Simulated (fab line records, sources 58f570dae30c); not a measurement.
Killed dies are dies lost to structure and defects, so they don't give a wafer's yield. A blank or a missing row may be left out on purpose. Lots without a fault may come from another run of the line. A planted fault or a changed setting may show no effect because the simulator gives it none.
Which tool did it? | flow berkeley_cmos170 | 6 lots, 18 wafers sampled, at 3 steps of a route of 331

WHAT THE GAUGES READ, wafer by wafer
UCB170_SDANNEAL_RS_MEAS_05: measures by four-point-probe.
lot  | measured     | on            | NLDD_RS (ohm/sq)
L776 | day 7 06:15  | film_metro-01 | 614.5 615.3 615.2
L777 | day 7 13:17  | film_metro-03 | 614.0 615.0 615.9
L781 | day 7 15:25  | film_metro-01 | 615.5 617.0 617.7
L787 | day 9 19:02  | film_metro-02 | 621.0 620.8 621.1
L792 | day 10 09:02 | film_metro-02 | 616.4 614.3 615.5
L795 | day 11 15:34 | film_metro-01 | 615.8 616.0 615.6

WHICH TOOL RAN EACH LOT (tool, then ch and the chambers of the sampled wafers, then the start)
lot  | UCB170_GATE_ETCH_14               | UCB170_NLDD_IMPLANT_08
L776 | rie_diel-04 ch 0,1,3, day 6 15:22 | implanter-03 ch 0, day 6 18:52
L777 | rie_diel-01 ch 0,2,3, day 6 21:46 | implanter-03 ch 0, day 7 02:41
L781 | rie_diel-04 ch 1,2,3, day 7 01:30 | implanter-04 ch 0, day 7 05:07
L787 | rie_diel-04 ch 1,2,3, day 9 02:53 | implanter-03 ch 0, day 9 08:21
L792 | rie_diel-02 ch 1,2,3, day 9 18:35 | implanter-01 ch 0, day 9 21:58
L795 | rie_diel-02 ch 1,2, day 11 00:53  | implanter-04 ch 0, day 11 06:41
- UCB170_GATE_ETCH_14: etches BARC in N2/H2.
- UCB170_NLDD_IMPLANT_08

THE ANSWER, worked out from the rows above alone
Rule: what is usual is taken from the lots themselves. Put in order of their means at a reading, lots are off if they are a third of the lots or fewer, leave a main group of 4 or more, and stand apart from it by a gap of 3 or more times the standard deviation of the main group's means; of several such gaps the widest counts. A main group whose means are all the same, to the digits that the tables above print for the reading, isn't used. A lot without any number at a reading at which 4 lots or more have one is off too. The other lots that the step has rows for count as sound.
Off: L787, at UCB170_SDANNEAL_RS_MEAS_05 (NLDD_RS). The main group: mean 615.6 ohm/sq, standard deviation 0.65.
A tool fits if, at a process step before that reading, it ran every lot that is off, and no sound lot after the first of them. The gauges at UCB170_SDANNEAL_RS_MEAS_05 are tried like those tools. Can't be told from this: 2 tools fit, rie_diel-04 at UCB170_GATE_ETCH_14, implanter-03 at UCB170_NLDD_IMPLANT_08.

WHAT THE SIMULATOR HAD PUT IN
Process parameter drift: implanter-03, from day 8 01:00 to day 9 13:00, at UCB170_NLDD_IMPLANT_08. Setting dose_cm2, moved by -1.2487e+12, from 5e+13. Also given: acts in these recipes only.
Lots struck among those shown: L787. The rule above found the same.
